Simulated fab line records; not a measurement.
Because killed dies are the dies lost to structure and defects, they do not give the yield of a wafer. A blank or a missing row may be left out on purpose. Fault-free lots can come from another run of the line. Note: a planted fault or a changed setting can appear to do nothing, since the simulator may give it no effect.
A struck lot beside a sound one    flow ritCmos    28 out of 202 route steps
Sound: these wafers, L395.2, L395.4, L395.5. Wafers L402.3, L402.5, L402.6 were the ones struck. The cause comes at the end.
Per side, at each step with rows, come the tool, then ch with its chambers, and then its first start. Under that, the readings that differ: sound wafers    struck wafers    difference of the means    sigmas: that difference in standard deviations of wafers without a fault.
alike: same words and numbers on both sides, and readings whose means sit less than 2 such deviations apart. not compared: any withheld reading, any reading some wafer has no value for, any bound like >300 that may hide the same value, and any number with overlapping values for which the record gives no deviation.
Wherever a step has rows on one side only, a row that says differs or no value, or a row with sigmas, the two part there. Numbers that don't overlap but have no deviation are shown without sigmas and don't part them. A reading missing from all wafers of one side parts the sides only when that side holds two or more wafers.

RIT_ACTIVE_BOW_MEAS_00:
  sound on filmMetro-01 at day 2 01:01; struck on filmMetro-03 at day 3 12:02
  alike: INCOMING_BOW
RIT_ACTIVE_OXIDATION_01: target thk 46.8 nm, ox time 3360 s.
  sound on furnace-03 ch 0, day 2 02:34; struck on furnace-03 ch 0, day 3 12:38
reading                                       sound              struck             difference  sigmas
model.SiO2_of_ACTIVE_OXIDATION_01.thkNm (nm)  44.51 45.05 45.58  72.77 72.14 73.08  +27.62      
RIT_ACTIVE_THK_MEAS_02:
  sound on filmMetro-01 at day 2 04:30; struck on filmMetro-03 at day 3 14:35
reading                sound           struck          difference  sigmas
ACTIVE_OXIDE_THK (nm)  44.5 45.1 45.6  72.8 72.2 73.0  +27.6       +28
then, 1 step without rows for these wafers: RIT_ACTIVE_CVD_03 (deposits Si3N4 from SiH2Cl2/NH3, target thk 150 nm, time 1500 s).
RIT_ACTIVE_THK_MEAS_04:
  sound on filmMetro-03 at day 2 05:59; struck on filmMetro-03 at day 3 16:04
reading                  sound              struck             difference  sigmas
ACTIVE_NITRIDE_THK (nm)  151.0 151.1 151.3  147.7 146.9 147.5  -3.8        -3
then, 6 steps without rows for these wafers: RIT_ACTIVE_HMDS_05 (prime time 60 s); RIT_ACTIVE_COAT_06 (resist thk 1000 nm); RIT_ACTIVE_SOFTBAKE_07 (time 60 s); RIT_ACTIVE_EXPOSE_08 (exposes mask M1, target cd 1400 nm); RIT_ACTIVE_PEB_09; RIT_ACTIVE_DEVELOP_10 (develop time 50 s).
RIT_ACTIVE_CD_MEAS_11: the cd target is 1400 nm.
  sound on cdSem-01 at day 2 07:01; struck on cdSem-01 at day 3 17:00
  alike: cdNm
then, 1 step without rows for these wafers: RIT_ACTIVE_HARDBAKE_12 (time 60 s).
RIT_ACTIVE_ETCH_13: etches Si3N4 in SF6, stops on SiO2, time 210 s, target depth 210 nm.
  sound on rieDiel-02 ch 1,3, day 2 07:16; struck on rieDiel-02 ch 0,1,3, day 3 17:14
  alike: drypumpMotorCurrentA, oesProductAu, throttleValvePct
  not compared: rfHoursCounterH
RIT_ACTIVE_STRIP_14: strips in O2, time 180 s.
  sound on plasmaAsher-02 ch 1, day 2 07:25; struck on plasmaAsher-01 ch 0,1, day 3 17:25
  alike: drypumpMotorCurrentA, o2FlowSccm, rfReflPowerW
  not compared: rfHoursCounterH
RIT_ACTIVE_CD_MEAS_90: the cd target is 1400 nm.
  sound on cdSem-02 at day 2 07:36; struck on cdSem-01 at day 3 17:35
  alike: cdNm
then, 4 steps without rows for these wafers: RIT_ACTIVE_CLEAN_15 (cleans in SC1, time 600 s); RIT_ACTIVE_CLEAN_16 (cleans in dHF, time 30 s); RIT_ACTIVE_CLEAN_17 (cleans in SC2, time 600 s); RIT_FOX1_OXIDATION_00 (target thk 350.7 nm, ox time 1130 s).
RIT_FOX1_THK_MEAS_01:
  sound on filmMetro-02 at day 2 09:44; struck on filmMetro-04 at day 3 19:23
  alike: FOX1_OXIDE_THK
then, 2 steps without rows for these wafers: RIT_FOX1_WET_ETCH_02 (etches SiO2 in BOE, target depth 350 nm, time 390 s); RIT_FOX2_OXIDATION_00 (target thk 350.7 nm, ox time 1130 s).
RIT_FOX2_THK_MEAS_01:
  sound on filmMetro-03 at day 2 11:13; struck on filmMetro-02 at day 3 21:55
  alike: FOX2_OXIDE_THK
then, 1 step without rows for these wafers: RIT_FOX2_CLEAN_02 (cleans in dHF, time 180 s).
RIT_FOX2_WET_ETCH_03: etches Si3N4 in H3PO4, target depth 195 nm, time 2700 s.
  sound on wetBench-04 ch 2, day 2 11:20; struck on wetBench-04 ch 1, day 3 22:02
reading                                       sound              struck             difference  sigmas
model.SiO2_of_ACTIVE_OXIDATION_01.thkNm (nm)  38.69 39.93 39.64  64.51 63.94 64.04  +24.74      
  alike: bathGuardTempC, tempC
RIT_FOX2_THK_MEAS_90:
  sound on filmMetro-01 at day 2 12:06; struck on filmMetro-02 at day 3 22:48
  alike: FIELD_OXIDE_LEFT_1_THK
RIT_M1_PROBE_99:
  sound on prober-01 at day 4 02:13; struck on prober-02 at day 5 15:23
reading                            sound              struck             difference  sigmas
model.etest.nldd.widthNm (nm)      3194 3184 3160     2783 2777 2758     -407        
model.etest.pldd.widthNm (nm)      3192 3173 3151     2761 2803 2755     -399        
model.etest.nmos_0p3.rOnOhmUm      2214 2215 2194     2380 2325 2373     +152        
model.etest.nplusSal.widthNm (nm)  3468 3452 3427     3338 3309 3312     -129        
model.etest.pplusSal.widthNm (nm)  3447 3441 3405     3320 3308 3321     -115        
model.etest.nmosNarrow.driveUaUm   226.9 223.3 216.9  126.3 130.4 120.7  -96.6       
model.etest.pmosNarrow.driveUaUm   100.1 98.52 97.98  61.82 64.86 59.42  -36.83      
model.etest.nmos_0p15.driveUaUm    452.4 447.8 441.5  424.8 434.7 419.3  -21.0       
  alike: killedAtContacts, killedAtFrontEnd, killedDies, killedOpen, killedShort

WHERE THEY PART
Earliest at RIT_ACTIVE_THK_MEAS_02; latest, in this record, at RIT_ACTIVE_THK_MEAS_04. Later steps at which nothing parts them and some readings are alike: RIT_ACTIVE_CD_MEAS_11, RIT_ACTIVE_ETCH_13, RIT_ACTIVE_STRIP_14, RIT_ACTIVE_CD_MEAS_90, RIT_FOX1_THK_MEAS_01, RIT_FOX2_THK_MEAS_01, RIT_FOX2_WET_ETCH_03, RIT_FOX2_THK_MEAS_90, RIT_M1_PROBE_99.

WHY: what the simulator had put in
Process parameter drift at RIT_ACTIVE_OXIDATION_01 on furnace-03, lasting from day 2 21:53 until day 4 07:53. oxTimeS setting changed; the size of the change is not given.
